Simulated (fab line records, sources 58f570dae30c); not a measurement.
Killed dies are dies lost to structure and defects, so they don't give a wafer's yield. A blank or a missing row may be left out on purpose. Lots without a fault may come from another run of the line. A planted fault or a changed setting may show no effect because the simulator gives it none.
A struck lot beside a sound one | flow berkeley_cmos170 | 16 steps out of a route of 331
Sound: wafers L223.1, L223.2, L223.4. Struck: wafer L238.4. (L238.3, L238.5 of the same lot were not struck and are left out.) The cause comes at the end.
At each step with rows: each side's tool, then ch and its chambers, then its first start. Under that, the readings that differ: sound wafers | struck wafers | difference of the means | sigmas: that difference in standard deviations of wafers without a fault.
alike: readings whose means differ by less than 2 such deviations, and words and numbers that are the same on both sides. not compared: withheld readings, readings that some wafer has no value for, bounds like >300 that may hide the same value, and numbers for which the record gives no deviation and whose values overlap.
The two part at a step that has a row with sigmas, a row that says differs or no value, or rows on one side only. Numbers that don't overlap but have no deviation are shown without sigmas and don't part them. A reading that every wafer of one side lacks parts them only if that side has two wafers or more.

first, 1 step without rows for these wafers: UCB170_M3_SOFTBAKE_06 (time 60 s).
UCB170_M3_STRIP_07: strips in O2.
  sound on plasma_asher-03 ch 0,1, day 9 05:44; struck on plasma_asher-01 ch 0, day 11 14:23
  alike: drypump_motor_current_A, oes_product_au, strip_time_to_endpoint_s
  not compared: rf_hours_counter_h
then, 7 steps without rows for these wafers: UCB170_M3_STRIP_08 (strips KrF in DMSO, time 600 s); UCB170_M3_COAT_09; UCB170_M3_COAT_10 (resist thk 900 nm); UCB170_M3_SOFTBAKE_11 (time 60 s); UCB170_M3_EXPOSE_12 (exposes mask METAL3, target cd 700 nm); UCB170_M3_PEB_13; UCB170_M3_DEVELOP_14 (develop time 45 s).
UCB170_M3_CD_MEAS_15: target cd 700 nm.
  sound on cd_sem-01, day 9 06:58; struck on cd_sem-02, day 11 15:40
  alike: cd_nm
UCB170_M3_OVL_MEAS_16:
  sound on overlay-02, day 9 07:05; struck on overlay-01, day 11 15:46
  alike: M3_OVL
UCB170_M3_ETCH_17: etches BARC in N2/H2.
  sound on rie_diel-01 ch 1,2,3, day 9 07:07; struck on rie_diel-01 ch 0, day 11 15:47
  reading                     | sound       | struck | difference | sigmas
  drypump_motor_current_A (A) | 4.8 4.8 5.5 | 6.4    | +1.4       | +2
  alike: oes_product_au, throttle_valve_pct
UCB170_M3_METAL_ETCH_18: etches Al in Cl2/BCl3, stops on SiO2, target depth 1170 nm, time 195 s.
  sound on rie_metal-04 ch 0,1, day 9 07:10; struck on rie_metal-04 ch 0, day 11 15:53
  reading                             | sound             | struck | difference | sigmas
  oes_product_au (a.u.)               | 0.861 0.865 0.872 | 0.999  | +0.133     | +11
  run_length_s (s)                    | 222.4 223.5 222.7 | 186.1  | -36.8      | -45
  model.KrF_of_M3_COAT_10.thk_nm (nm) | 220.4 221.6 215   | 350.9  | +131.9     |
  model.SiO2_of_V2_CVD_00.thk_nm (nm) | 939.7 938.6 937.6 | 950    | +11        |
  model.M3.cd_nm (nm)                 | 695.7 699.3 692.4 | 705.7  | +9.9       |
  alike: drypump_motor_current_A, throttle_valve_pct
  not compared: rf_hours_counter_h
UCB170_M3_STRIP_19: strips in O2.
  sound on plasma_asher-03 ch 0,1, day 9 07:21; struck on plasma_asher-02 ch 0, day 11 16:03
  reading                     | sound             | struck | difference | sigmas
  drypump_motor_current_A (A) | 5.6 5.6 5.5       | 6.4    | +0.8       | +2
  oes_product_au (a.u.)       | 0.560 0.564 0.537 | 0.686  | +0.132     | +9
  not compared: rf_hours_counter_h
UCB170_M3_CD_MEAS_90: target cd 700 nm.
  sound on cd_sem-02, day 9 07:27; struck on cd_sem-02, day 11 16:09
  reading    | sound       | struck | difference | sigmas
  cd_nm (nm) | 696 699 692 | 705    | +9         | +3
UCB170_M3_PROBE_99:
  sound on prober-02, day 9 07:41; struck on prober-02, day 11 16:30
  reading                               | sound                      | struck    | difference | sigmas
  model.etest.antenna_m3.vt_shift_v (V) | -0.01342 -0.01054 -0.01301 | -0.005025 | +0.007298  |

WHERE THEY PART
First at UCB170_M3_ETCH_17; last, within this record, at UCB170_M3_CD_MEAS_90.

WHY: what the simulator had put in
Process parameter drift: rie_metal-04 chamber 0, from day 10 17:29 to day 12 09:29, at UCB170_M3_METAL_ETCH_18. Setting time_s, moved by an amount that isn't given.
